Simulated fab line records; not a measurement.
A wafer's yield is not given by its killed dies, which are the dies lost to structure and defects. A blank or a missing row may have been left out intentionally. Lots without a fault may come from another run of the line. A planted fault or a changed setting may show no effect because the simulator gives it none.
Struck lot and sound lot, side by side -- flow berkeley cmos170 -- 19 steps out of a route of 331
Sound: wafers L814.2, L814.4, L814.5. Struck: wafers L817.1, L817.4, L817.6. The cause is given at the end.
Per side, at each step with rows, come the tool, then ch with its chambers, and then its first start. Under that, the readings that differ: sound wafers -- struck wafers -- difference of the means -- sigmas: that difference in standard deviations of wafers without a fault.
alike: same words and numbers on both sides, and readings whose means sit less than 2 such deviations apart. not compared: any withheld reading, any reading some wafer has no value for, any bound like >300 that may hide the same value, and any number with overlapping values for which the record gives no deviation.
Wherever a step has rows on one side only, a row that says differs or no value, or a row with sigmas, the two part there. Non-overlapping numbers with no deviation appear without sigmas and do not part them. A reading missing from all wafers of one side parts the sides only when that side holds two or more wafers.

UCB170_M2_STRIP_19: strips in O2.
  sound on plasma asher-04 ch 0, day 7 13:16; struck on plasma asher-03 ch 0,1, day 7 20:35
  alike: drypump motor current A, oes product au
  not compared: rf hours counter h
UCB170_M2_CD_MEAS_90: the cd target is 700 nm.
  sound on cd sem-01 at day 7 13:23; struck on cd sem-02 at day 7 20:41
  alike: cd nm
UCB170_V2_CVD_00: deposits SiO2 from TEOS/O2, target thk 2000 nm, time 250 s.
  sound on pecvd-03 ch 0,2, day 7 13:29; struck on pecvd-04 ch 1,2, day 7 20:49
  alike: heater power w, susceptor temp C
UCB170_V2_THK_MEAS_01:
  sound on film metro-04 at day 7 13:44; struck on film metro-04 at day 7 20:58
  alike: V2_TEOS_THK
UCB170_V2_CMP_02: polishes SiO2.
  sound on cmp-01 ch 1,3, day 7 13:50; struck on cmp-02 ch 1,2,3, day 7 21:08
reading,sound,struck,difference,sigmas
slurry filter dp kPa (kPa),13.46 13.33 13.45,13.90 13.73 13.52,+0.30,+2
  alike: motor current A
UCB170_V2_BOW_MEAS_03:
  sound on film metro-03 at day 7 14:07; struck on film metro-03 at day 7 21:20
  alike: V2_BOW
UCB170_V2_THK_MEAS_04:
  sound on film metro-03 at day 7 14:13; struck on film metro-03 at day 7 21:27
  alike: V2_POLISHED_THK
then, 5 steps without rows for these wafers: UCB170_V2_CLEAN_05 (cleans in DIW); UCB170_V2_HMDS_06 (prime time 60 s); UCB170_V2_COAT_07 (resist thk 900 nm); UCB170_V2_SOFTBAKE_08 (time 60 s); UCB170_V2_EXPOSE_09 (exposes mask VIA2, target cd 700 nm).
UCB170_V2_PEB_10:
  sound on litho track-04 ch 0, day 7 15:10; struck on litho track-04 ch 0, day 7 22:22
reading,sound,struck,difference,sigmas
heater power total W (W),56.77 56.75 56.78,59.53 59.52 59.55,+2.77,+59
plate temp C (C),130.04 130.20 130.11,134.64 134.84 134.58,+4.57,+35
then, 1 step without rows for these wafers: UCB170_V2_DEVELOP_11 (develop time 45 s).
UCB170_V2_CD_MEAS_12: the cd target is 700 nm.
  sound on cd sem-01 at day 7 15:26; struck on cd sem-01 at day 7 22:39
reading,sound,struck,difference,sigmas
cd nm (nm),700.4 700.2 700.3,725.4 724.7 724.3,+24.5,+19
UCB170_V2_OVL_MEAS_13:
  sound on overlay-02 at day 7 15:32; struck on overlay-02 at day 7 22:46
  alike: V2_OVL
UCB170_V2_ETCH_14: etches SiO2 in CHF3/CF4/Ar, stops on Al, target depth 1250 nm, time 291 s.
  sound on rie diel-01 ch 2,3, day 7 15:34; struck on rie diel-03 ch 0,1,2, day 7 22:48
reading,sound,struck,difference,sigmas
model.V2.cd nm (nm),699.4 701.2 700.2,725.5 725.1 723.6,+24.5,
  alike: drypump motor current A, oes product au, throttle valve pct
  not compared: rf hours counter h
UCB170_V2_STRIP_15: strips in O2.
  sound on plasma asher-04 ch 0,1, day 7 15:44; struck on plasma asher-02 ch 0,1, day 7 22:59
  alike: drypump motor current A, oes product au, strip time to endpoint s
  not compared: rf hours counter h
UCB170_M3_PROBE_99:
  the record has rows for the sound wafers here (prober-01, day 7 18:55) and none for the struck ones

WHERE THEY PART
First at UCB170_V2_CMP_02; last, within this record, at UCB170_M3_PROBE_99.

WHY: the cause the simulator had injected
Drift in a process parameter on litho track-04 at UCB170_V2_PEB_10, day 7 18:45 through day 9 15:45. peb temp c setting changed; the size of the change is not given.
